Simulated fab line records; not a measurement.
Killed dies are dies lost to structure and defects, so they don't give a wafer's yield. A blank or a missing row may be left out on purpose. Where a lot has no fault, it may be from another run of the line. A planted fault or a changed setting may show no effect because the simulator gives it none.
The same fault as seen by 2 desks -- flow berkeley cmos170 -- only its own numbers are on each desk; what lay behind them is given at the end

## TOOL OWNER'S DESK, implanter-02
UCB170_PWELL_IMPLANT_15, tool's own readings: per-lot mean of the sampled wafers with a number, covering each lot this tool ran. If a lot's mean is further than 4 standard deviations from the usual mean, the lot is out of limits and carries the mark OUT (the distance appears in the brackets).
Columns: A = end station pressure torr at UCB170_PWELL_IMPLANT_15, usual 5.01e-06 Torr; B = tilt deg at UCB170_PWELL_IMPLANT_15, usual 7.002 degrees
lot,first seen here,A,B
L170,day 3 16:14,5.09e-06,6.987
L171,day 4 01:40,4.98e-06,7.025
L175,day 5 06:11,5.22e-06,7.003
L180,day 5 17:42,4.98e-06,7.688 (+34) OUT
L179,day 5 19:33,4.73e-06,7.678 (+34) OUT
Finding of this desk: L179, L180 out of limits; the first was L180 at day 5 17:42, on tilt deg at UCB170_PWELL_IMPLANT_15. L170, L171, L175: within limits.

## THE METROLOGY DESK
Lot by lot, what the gauges showed, no matter which tool ran the lot: averages of those sampled wafers that carry a number. If a lot's mean is further than 4 standard deviations from the usual mean, the lot is out of limits and carries the mark OUT (the distance appears in the brackets).
Columns: A = cd nm at UCB170_ACTIVE_CD_MEAS_90, usual 1199.9 nm
lot,first seen here,A
L168,day 4 16:20,1202.3
L170,day 5 03:05,1200.4
L169,day 5 03:11,1199.1
L171,day 5 12:54,1199.0
L175,day 6 06:32,1198.6
L180,day 6 19:10,1200.5
L179,day 7 05:23,1201.5
L181,day 7 05:40,1200.0
L185,day 7 18:10,1198.5
L186,day 7 18:40,1199.2
L188,day 8 10:02,1199.9
L190,day 8 15:26,1199.9
L189,day 8 15:30,1199.9
L191,day 8 15:38,1200.4
Finding of this desk: none of the 14 lots has anything out of limits.

## PUT TOGETHER
The tool owner's desk had the chance to raise an alarm at day 5 17:42 on L179, L180.
Metrology desk: nothing out of limits seen.
The metrology desk holds a record of L179, L180, inside its limits.
On implanter-02, each named lot ran UCB170_PWELL_IMPLANT_15.

## WHAT THE SIMULATOR HAD PUT IN
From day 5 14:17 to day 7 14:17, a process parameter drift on implanter-02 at UCB170_PWELL_IMPLANT_15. The setting tilt deg was moved by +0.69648, starting from 7. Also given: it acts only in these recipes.
Struck lots among those shown: L179, L180.
Each desk's first reading out of limits, in hours after the fault started: the tool owner's desk, 3.
